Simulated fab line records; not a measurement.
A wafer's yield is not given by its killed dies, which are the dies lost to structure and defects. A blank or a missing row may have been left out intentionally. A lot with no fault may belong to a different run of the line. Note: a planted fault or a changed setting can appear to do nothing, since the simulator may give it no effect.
2 desks looking at one fault :: flow rit_cmos :: every desk sees just its own numbers, and what lay behind them comes last

TOOL OWNER'S DESK, plasma_asher-01
The tool's own readings at RIT_NWELL_STRIP_09 (strips in O2, time 180 s): means of the sampled wafers that have a number, for each lot that ran on this tool. Marked OUT: a lot whose mean sits more than 4 standard deviations from the usual mean, which makes it out of limits; the brackets give that distance.
Columns: A = drypump_motor_current_A at RIT_NWELL_STRIP_09, usual 5.4 A; B = run_length_s at RIT_NWELL_STRIP_09, usual 208.17 s
lot: L264
first seen here: day 2 02:34
A: 6.0
B: 208.19

lot: L266
first seen here: day 2 15:25
A: 5.1
B: 208.19

lot: L268
first seen here: day 3 00:43
A: 5.1
B: 208.33

lot: L272
first seen here: day 3 20:19
A: 5.6
B: 72.37 (-99 or more) OUT

lot: L282
first seen here: day 5 21:19
A: 5.1
B: 208.41

lot: L283
first seen here: day 6 03:04
A: 5.5
B: 208.35

lot: L284
first seen here: day 6 07:25
A: 5.1
B: 208.28

lot: L286
first seen here: day 6 18:02
A: 5.5
B: 208.49
This desk finds L272 out of limits, L272 being first, at day 3 20:19 (run_length_s at RIT_NWELL_STRIP_09). L264, L266, L268, L282, L283, L284, L286 stayed within limits.

METROLOGY DESK
Lot by lot, what the gauges showed, no matter which tool ran the lot: averages of those sampled wafers that carry a number. Marked OUT: a lot whose mean sits more than 4 standard deviations from the usual mean, which makes it out of limits; the brackets give that distance.
Columns: A = NRETRO_TW at RIT_NRETRO_TW_MEAS_10, usual 1034
lot: L263
first seen here: day 2 08:25
A: 1025

lot: L264
first seen here: day 2 13:23
A: 1048

lot: L266
first seen here: day 3 01:58
A: 1053

lot: L268
first seen here: day 3 09:46
A: 1023

lot: L271
first seen here: day 4 00:44
A: 1048

lot: L272
first seen here: day 4 06:50
A: 30 (-99 or more) OUT

lot: L273
first seen here: day 4 14:34
A: 1024

lot: L280
first seen here: day 5 21:11
A: 1045

lot: L282
first seen here: day 6 06:20
A: 1032

lot: L283
first seen here: day 6 11:57
A: 1035

lot: L284
first seen here: day 6 16:33
A: 1027

lot: L285
first seen here: day 6 19:58
A: 1032

lot: L286
first seen here: day 7 02:39
A: 1048
This desk's finding: out of limits on L272; first on L272, day 4 06:50 (NRETRO_TW at RIT_NRETRO_TW_MEAS_10). L263, L264, L266, L268, L271, L273, L280, L282, L283, L284, L285, L286 stayed within limits.

ALL TOGETHER
The tool owner's desk could have raised an alarm at day 3 20:19, on L272.
Metrology desk: alarm possible at day 4 06:50 on L272.
RIT_NWELL_STRIP_09 was run on plasma_asher-01 by each of the lots named.

WHAT WAS PUT IN BY THE SIMULATOR
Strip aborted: plasma_asher-01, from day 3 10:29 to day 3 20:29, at RIT_NWELL_STRIP_09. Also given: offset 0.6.
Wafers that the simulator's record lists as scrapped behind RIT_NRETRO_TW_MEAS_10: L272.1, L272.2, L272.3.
Shown lots that were struck: L272.
Fault start to first reading out of limits, in hours, per desk: tool owner, 10; metrology, 20.
